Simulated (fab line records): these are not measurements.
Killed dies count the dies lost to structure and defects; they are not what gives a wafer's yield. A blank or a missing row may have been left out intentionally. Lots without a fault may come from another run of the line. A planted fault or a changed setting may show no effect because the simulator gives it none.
One fault through the eyes of 2 desks :: flow ritCmos :: each desk has only its own numbers; what lay behind them comes last

## DESK OF THE TOOL OWNER: lithoTrack-04
At RIT_M1_SOFTBAKE_05 (time 60 s), the tool's own readings, given per lot that ran on this tool as the mean of the sampled wafers with a number. Marked OUT: a lot whose mean sits more than 4 standard deviations from the usual mean, which makes it out of limits; the brackets give that distance.
Columns: A = heaterPowerTotalW at RIT_M1_SOFTBAKE_05, usual 34.57 W; B = plateTempC at RIT_M1_SOFTBAKE_05, usual 90.00 C
lot: L704
first seen here: day 3 09:46
A: 34.53
B: 90.00

lot: L705
first seen here: day 3 16:37
A: 34.60
B: 90.07

lot: L707
first seen here: day 4 02:31
A: 34.53
B: 89.89

lot: L709
first seen here: day 4 10:41
A: 34.54
B: 89.96

lot: L712
first seen here: day 5 02:45
A: 34.52
B: 89.92

lot: L716
first seen here: day 6 00:52
A: 34.55
B: 89.94

lot: L718
first seen here: day 6 11:17
A: 35.57 (+20) OUT
B: 92.02 (+16) OUT

lot: L720
first seen here: day 6 19:39
A: 35.64 (+21) OUT
B: 92.08 (+16) OUT

lot: L722
first seen here: day 7 06:20
A: 35.60 (+20) OUT
B: 91.89 (+15) OUT
This desk's finding: out of limits on L718, L720, L722; first on L718, day 6 11:17 (heaterPowerTotalW at RIT_M1_SOFTBAKE_05). Within limits: L704, L705, L707, L709, L712, L716.

## AT THE METROLOGY DESK
What the gauges read for every lot (on any tool): the sampled wafers with a number, averaged. Marked OUT: a lot whose mean sits more than 4 standard deviations from the usual mean, which makes it out of limits; the brackets give that distance.
Columns: A = cdNm at RIT_ACTIVE_CD_MEAS_90, usual 1400.9 nm; B = NLDD_RS at RIT_SDANNEAL_RS_MEAS_07, usual 151.5 ohm/sq; C = M1_OVL at RIT_M1_OVL_MEAS_10, usual -0.5 nm
lot: L703
first seen here: day 1 15:24
A: 1402.8
B: 151.3
C: -0.6

lot: L704
first seen here: day 1 20:12
A: 1400.4
B: 151.6
C: 1.4

lot: L705
first seen here: day 2 01:01
A: 1400.7
B: 151.1
C: -1.1

lot: L707
first seen here: day 2 11:25
A: 1400.4
B: 150.4
C: -0.7

lot: L708
first seen here: day 2 16:02
A: 1401.9
B: 151.4
C: -0.6

lot: L709
first seen here: day 2 21:10
A: 1400.2
B: 151.6
C: 1.9

lot: L712
first seen here: day 3 12:51
A: 1400.4
B: 150.8
C: -2.2

lot: L713
first seen here: day 3 17:02
A: 1399.0
B: 151.2
C: -1.6

lot: L714
first seen here: day 3 22:05
A: 1400.4
B: 151.6
C: -0.4

lot: L715
first seen here: day 4 03:02
A: 1402.3
B: 151.8
C: -1.4

lot: L716
first seen here: day 4 08:11
A: 1401.9
B: 151.2
C: 1.0

lot: L718
first seen here: day 4 18:10
A: 1399.3
B: 151.3
C: -1.2

lot: L720
first seen here: day 5 04:57
A: 1402.1
B: 151.0
C: -0.5

lot: L721
first seen here: day 5 09:04
A: 1399.8
B: 152.3
C: -0.1

lot: L722
first seen here: day 5 15:41
A: 1400.8
B: 151.6
C: 1.6
This desk's finding: nothing out of limits on any of the 15 lots.

## PUT TOGETHER
On L718, L720, L722, at day 6 11:17, an alarm was possible from the tool owner's desk.
Nothing out of limits was seen by the metrology desk.
The metrology desk holds a record of L718, L720, L722, inside its limits.
Of the lots named, all ran RIT_M1_SOFTBAKE_05 on lithoTrack-04.

## WHAT THE SIMULATOR HAD PUT IN
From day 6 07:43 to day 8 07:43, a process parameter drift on lithoTrack-04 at RIT_M1_SOFTBAKE_05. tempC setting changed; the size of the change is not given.
Shown lots that were struck: L718, L720, L722.
Time in hours from fault onset to the first out-of-limits reading at each desk: the tool owner's desk, 4.
